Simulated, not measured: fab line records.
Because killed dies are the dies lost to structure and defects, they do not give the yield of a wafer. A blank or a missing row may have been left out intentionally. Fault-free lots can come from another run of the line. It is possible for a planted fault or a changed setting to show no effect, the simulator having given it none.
One fault through the eyes of 2 desks :: flow berkeleyCmos170 :: only its own numbers are on each desk; what lay behind them is given at the end

== AT THE METROLOGY DESK ==
What the gauges read for every lot (on any tool): the sampled wafers with a number, averaged. If a lot's mean is further than 4 standard deviations from the usual mean, the lot is out of limits and carries the mark OUT (the distance appears in the brackets).
Columns: A = PLDD_RS at UCB170_SDANNEAL_RS_MEAS_04, usual 1031.4 ohm/sq
lot: L623
first seen here: day 7 07:26
A: 1030.8

lot: L624
first seen here: day 7 07:54
A: 1029.8

lot: L622
first seen here: day 7 08:04
A: 1035.8

lot: L625
first seen here: day 7 08:04
A: 1029.8

lot: L627
first seen here: day 8 08:29
A: 1033.5

lot: L631
first seen here: day 9 04:05
A: 1033.5

lot: L636
first seen here: day 9 21:49
A: 1026.4

lot: L634
first seen here: day 9 22:08
A: 1031.5

lot: L639
first seen here: day 10 10:11
A: 1030.5

lot: L638
first seen here: day 10 10:38
A: 1035.0

lot: L641
first seen here: day 10 16:11
A: 1033.3

lot: L642
first seen here: day 10 16:40
A: 1034.4

lot: L644
first seen here: day 11 10:18
A: 1028.9
This desk's finding: nothing out of limits on any of the 13 lots.

== TOOL OWNER'S DESK, rieDiel-03 ==
The tool's own readings at UCB170_CONTACT_ETCH_18 (etches PSG in CHF3/CF4/Ar, stops on TiSi2, target depth 840 nm, time 195 s): means of the sampled wafers that have a number, for each lot that ran on this tool. If a lot's mean is further than 4 standard deviations from the usual mean, the lot is out of limits and carries the mark OUT (the distance appears in the brackets).
Columns: A = drypumpMotorCurrentA at UCB170_CONTACT_ETCH_18, usual 5.8 A; B = oesProductAu at UCB170_CONTACT_ETCH_18, usual 0.897 a.u.; C = runLengthS at UCB170_CONTACT_ETCH_18, usual 223.2 s; D = throttleValvePct at UCB170_CONTACT_ETCH_18, usual 6.83 %
lot: L625
first seen here: day 7 13:00
A: 6.3
B: 0.907
C: 223.3
D: 6.78

lot: L627
first seen here: day 8 13:00
A: 5.9
B: 1.015 (+7.9) OUT
C: 174.4 (-99 or more) OUT
D: 6.80

lot: L631
first seen here: day 9 09:00
A: 6.0
B: 1.006 (+7.3) OUT
C: 174.3 (-99 or more) OUT
D: 6.76
This desk's finding: out of limits on L627, L631; first on L627, day 8 13:00 (oesProductAu at UCB170_CONTACT_ETCH_18). Within limits: L625.

== ALL TOGETHER ==
On L627, L631, at day 8 13:00, an alarm was possible from the tool owner's desk.
Metrology desk: nothing out of limits seen.
The metrology desk holds a record of L627, L631, inside its limits.
All the named lots went through UCB170_CONTACT_ETCH_18 on rieDiel-03.

== WHAT WAS PUT IN BY THE SIMULATOR ==
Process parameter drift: rieDiel-03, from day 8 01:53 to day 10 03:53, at UCB170_CONTACT_ETCH_18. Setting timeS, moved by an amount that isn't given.
Struck lots among those shown: L627, L631.
Each desk's first reading out of limits, in hours after the fault started: the tool owner's desk, 11.
